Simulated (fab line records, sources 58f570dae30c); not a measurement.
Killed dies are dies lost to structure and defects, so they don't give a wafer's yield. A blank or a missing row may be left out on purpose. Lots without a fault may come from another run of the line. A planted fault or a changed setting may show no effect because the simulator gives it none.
Tool commonality check | flow berkeley_cmos170 | 13 lots, 39 wafers sampled

WHY IT WAS OPENED
At UCB170_PVT_TW_MEAS_09 the reading PVT_TW is flagged on 2 of 13 lots. Wafers without a fault read 508.7, standard deviation 2.7.
Rule: a lot is flagged when every wafer of it that has a number lies more than 4 standard deviations from that mean, or none has a number. The other lots count as sound.

lot  | measured     | on            | PVT_TW, wafer by wafer | flag
L682 | day 6 10:41  | film_metro-04 | 509.7 511.4 510.7      |
L686 | day 7 08:52  | film_metro-03 | 509.4 507.2 507.9      |
L683 | day 7 09:27  | film_metro-02 | 505.9 506.4 505.0      |
L685 | day 7 09:37  | film_metro-03 | 509.7 509.8 510.1      |
L688 | day 7 15:05  | film_metro-03 | 508.7 508.5 508.2      |
L695 | day 8 22:11  | film_metro-04 | 514.3 515.2 513.4      |
L692 | day 8 22:17  | film_metro-03 | 573.7 573.5 572.5      | FLAGGED
L694 | day 8 22:44  | film_metro-02 | 575.5 570.7 573.7      | FLAGGED
L696 | day 9 13:17  | film_metro-04 | 513.0 510.0 510.0      |
L701 | day 9 19:11  | film_metro-02 | 507.5 512.3 508.2      |
L699 | day 9 19:25  | film_metro-03 | 504.6 505.5 507.8      |
L702 | day 10 13:43 | film_metro-03 | 508.6 507.6 509.7      |
L704 | day 10 14:16 | film_metro-04 | 510.4 509.8 511.5      |
The numbers of the flagged lots are 573.3 on average: +64.6 against the usual, or +24 standard deviations.

WHICH TOOL RAN EACH LOT
The record holds 2 process steps before the reading, out of a route of 331 steps. In each cell: the tool, then ch and the chambers that the sampled wafers went through, then the start.
lot  | flag    | UCB170_NVT_STRIP_08                  | UCB170_PVT_IMPLANT_07
L682 |         | plasma_asher-04 ch 0,1, day 6 08:41  | implanter-01 ch 0, day 6 10:26
L686 |         | plasma_asher-03 ch 1, day 7 04:55    | implanter-02 ch 0, day 7 08:37
L683 |         | plasma_asher-04 ch 0,1, day 7 05:13  | implanter-02 ch 0, day 7 09:12
L685 |         | plasma_asher-01 ch 0,1, day 7 05:04  | implanter-04 ch 0, day 7 09:22
L688 |         | plasma_asher-04 ch 0,1, day 7 13:20  | implanter-02 ch 0, day 7 14:50
L695 |         | plasma_asher-01 ch 0,1, day 8 19:50  | implanter-01 ch 0, day 8 21:57
L692 | FLAGGED | plasma_asher-01 ch 0,1, day 8 20:02  | implanter-04 ch 0, day 8 22:02
L694 | FLAGGED | plasma_asher-01 ch 0,1, day 8 20:19  | implanter-04 ch 0, day 8 22:29
L696 |         | plasma_asher-03 ch 0,1, day 9 06:45  | implanter-02 ch 0, day 9 13:04
L701 |         | plasma_asher-03 ch 0,1, day 9 17:14  | implanter-01 ch 0, day 9 18:58
L699 |         | plasma_asher-01 ch 0,1, day 9 17:25  | implanter-02 ch 0, day 9 19:10
L702 |         | plasma_asher-01 ch 0, day 10 10:18   | implanter-01 ch 0, day 10 13:28
L704 |         | plasma_asher-04 ch 0,1, day 10 10:54 | implanter-01 ch 0, day 10 14:01
What these steps do:
- UCB170_NVT_STRIP_08: strips in O2.
- UCB170_PVT_IMPLANT_07
- UCB170_PVT_TW_MEAS_09

FLAGGED OVER TOTAL, TOOL BY TOOL (the gauges that took the reading come last)
step                  | tool            | lots run | flagged | share of the flagged lots | sound lots run after its first flagged lot
UCB170_NVT_STRIP_08   | plasma_asher-01 | 6        | 2       | all                       | 2 (L699,L702)
UCB170_NVT_STRIP_08   | plasma_asher-03 | 3        | 0       | none                      | -
UCB170_NVT_STRIP_08   | plasma_asher-04 | 4        | 0       | none                      | -
UCB170_PVT_IMPLANT_07 | implanter-01    | 5        | 0       | none                      | -
UCB170_PVT_IMPLANT_07 | implanter-02    | 5        | 0       | none                      | -
UCB170_PVT_IMPLANT_07 | implanter-04    | 3        | 2       | all                       | 0
UCB170_PVT_TW_MEAS_09 | film_metro-02   | 3        | 1       | some                      | 1 (L701)
UCB170_PVT_TW_MEAS_09 | film_metro-03   | 6        | 1       | some                      | 2 (L699,L702)
UCB170_PVT_TW_MEAS_09 | film_metro-04   | 4        | 0       | none                      | -

WHAT THE TABLE ALLOWS
2 rows of the table ran every flagged lot: plasma_asher-01 at UCB170_NVT_STRIP_08, implanter-04 at UCB170_PVT_IMPLANT_07.
- plasma_asher-01 at UCB170_NVT_STRIP_08: 2 of its 6 lots flagged. Sound lots ran on it after the first flagged one (L699, L702), which a lasting fault on the whole tool wouldn't allow.
- implanter-04 at UCB170_PVT_IMPLANT_07: 2 of its 3 lots flagged. Its last sound lot is L685 (day 7 09:22), its first flagged lot L692 (day 8 22:02): a fault that began between those two fits. Its own readings lie more than 4 standard deviations out on every wafer of the flagged lots: dose_ions_cm2, faraday_current_uA.
One tool is left: implanter-04 at UCB170_PVT_IMPLANT_07.

WHAT THE SIMULATOR HAD PUT IN
Process parameter drift: implanter-04, from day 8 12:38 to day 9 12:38, at UCB170_PVT_IMPLANT_07. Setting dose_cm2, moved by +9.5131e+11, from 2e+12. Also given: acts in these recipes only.
Lots struck among those shown: L692, L694. The rule above found the same.
